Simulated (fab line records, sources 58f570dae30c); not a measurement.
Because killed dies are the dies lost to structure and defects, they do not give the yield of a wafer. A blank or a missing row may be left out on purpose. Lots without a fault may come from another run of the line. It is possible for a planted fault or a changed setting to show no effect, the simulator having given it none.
Matching of chambers :: flow berkeley_cmos170 :: 3 sister chambers for UCB170_ZERO_ETCH_06 on rie_diel-01
The step etches SiO2 in CHF3/CF4/Ar, time 12 s. 3 wafers are shown with their chamber, then 6 later ones without.

## WAFERS PAIRED WITH THEIR CHAMBERS
wafer: L603.4
chamber: 0
drypump_motor_current_A (A): 5.8

wafer: L609.2
chamber: 1
drypump_motor_current_A (A): 4.9

wafer: L609.4
chamber: 2
drypump_motor_current_A (A): 5.8

## WAFERS MISSING THEIR CHAMBER
wafer: L609.6
drypump_motor_current_A (A): 5.9

wafer: L616.5
drypump_motor_current_A (A): 4.9

wafer: L616.6
drypump_motor_current_A (A): 5.8

wafer: L621.1
drypump_motor_current_A (A): 5.8

wafer: L621.3
drypump_motor_current_A (A): 5.9

wafer: L621.5
drypump_motor_current_A (A): 5.8

## WHICH CHAMBER EACH ONE RAN IN
wafer: L609.6
from the rows above: can't be placed: 0 or 2
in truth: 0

wafer: L616.5
from the rows above: 1
in truth: 1

wafer: L616.6
from the rows above: can't be placed: 0 or 2
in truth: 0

wafer: L621.1
from the rows above: can't be placed: 0 or 2
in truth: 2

wafer: L621.3
from the rows above: can't be placed: 0 or 2
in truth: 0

wafer: L621.5
from the rows above: can't be placed: 0 or 2
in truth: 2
1 of 6 placed correctly. Unplaceable from these rows: 5, with the true chamber sitting among the candidates in 5. 0 placed wrongly.
How it was worked out, from the rows above alone: a wafer's distance from a chamber is the root of the sum, over the readings, of the square of ((its reading less the chamber's mean) divided by the reading's scatter). If the next closest chamber is less than 2 further off than the closest, the wafer can't be placed; otherwise it belongs to the closest. The mean given for a chamber averages the wafers shown for that chamber. The scatter: with one shown wafer a chamber, the root of the mean of the squares of how far each hidden wafer lies from its nearest shown one.
